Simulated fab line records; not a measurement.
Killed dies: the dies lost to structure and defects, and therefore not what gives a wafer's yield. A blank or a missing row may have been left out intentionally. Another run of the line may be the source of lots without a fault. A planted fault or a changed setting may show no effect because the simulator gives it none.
Which tool was responsible? || flow berkeley cmos170 || 21 wafers from 7 lots sampled at 2 of the route's 331 steps

## WHAT EACH GAUGE READ, for each wafer
UCB170_PWELL_THK_MEAS_06.
{"lot": "L443", "measured": "day 3 09:52", "on": "film metro-03", "PWELL_NITRIDE_THK (nm)": "220.4 220.7 220.0"}
{"lot": "L445", "measured": "day 3 23:43", "on": "film metro-02", "PWELL_NITRIDE_THK (nm)": "207.3 207.7 209.1"}
{"lot": "L447", "measured": "day 4 05:44", "on": "film metro-02", "PWELL_NITRIDE_THK (nm)": "208.9 207.2 207.7"}
{"lot": "L452", "measured": "day 5 10:20", "on": "film metro-03", "PWELL_NITRIDE_THK (nm)": "220.9 221.2 220.7"}
{"lot": "L457", "measured": "day 6 14:28", "on": "film metro-03", "PWELL_NITRIDE_THK (nm)": "221.2 221.2 217.8"}
{"lot": "L461", "measured": "day 7 07:34", "on": "film metro-02", "PWELL_NITRIDE_THK (nm)": "220.7 220.9 220.9"}
{"lot": "L464", "measured": "day 7 17:59", "on": "film metro-02", "PWELL_NITRIDE_THK (nm)": "224.2 221.7 222.1"}

## WHICH TOOL RAN EACH LOT (tool, then ch and the chambers of the sampled wafers, then the start)
{"lot": "L443", "UCB170_PWELL_CVD_05": "lpcvd-01 ch 1, day 3 07:55"}
{"lot": "L445", "UCB170_PWELL_CVD_05": "lpcvd-01 ch 1, day 3 20:49"}
{"lot": "L447", "UCB170_PWELL_CVD_05": "lpcvd-01 ch 1, day 4 03:49"}
{"lot": "L452", "UCB170_PWELL_CVD_05": "lpcvd-02 ch 0, day 5 07:28"}
{"lot": "L457", "UCB170_PWELL_CVD_05": "lpcvd-02 ch 1, day 6 12:30"}
{"lot": "L461", "UCB170_PWELL_CVD_05": "lpcvd-02 ch 1, day 7 05:38"}
{"lot": "L464", "UCB170_PWELL_CVD_05": "lpcvd-02 ch 1, day 7 15:07"}
- UCB170_PWELL_CVD_05: deposits Si3N4 from SiH2Cl2/NH3, target thk 220 nm, time 3300 s.

## THE ANSWER, worked out from the rows above alone
Rule: the lots themselves supply what counts as usual. The widest of any qualifying gaps counts: lots, ordered by their means at a reading, are off when they make up no more than a third of the lots, leave a main group of 4 or more, and stand apart from it by 3 or more times the standard deviation of that group's means. A main group whose means are all the same, to the digits that the tables above print for the reading, isn't used. A lot without any number at a reading at which 4 lots or more have one is off too. Where the step has rows for the other lots, those lots are counted as sound.
Off: L445, L447, at UCB170_PWELL_THK_MEAS_06 (PWELL_NITRIDE_THK). The main group has a mean of 221.0 nm with a standard deviation of 0.9.
A tool fits if, at a process step before that reading, it ran every lot that is off, and no sound lot after the first of them. Gauges at UCB170_PWELL_THK_MEAS_06: tried the same way as those tools. One candidate fits, namely lpcvd-01 at UCB170_PWELL_CVD_05. A fault onset in the window from L443 (day 3 07:55, its last sound lot) to L445 (day 3 20:49, its first lot off) fits.

## WHAT THE SIMULATOR HAD INSERTED
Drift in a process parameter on lpcvd-01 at UCB170_PWELL_CVD_05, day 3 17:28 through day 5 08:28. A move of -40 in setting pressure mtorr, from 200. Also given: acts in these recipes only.
Struck lots among those shown: L445, L447. The rule above reached the same finding.
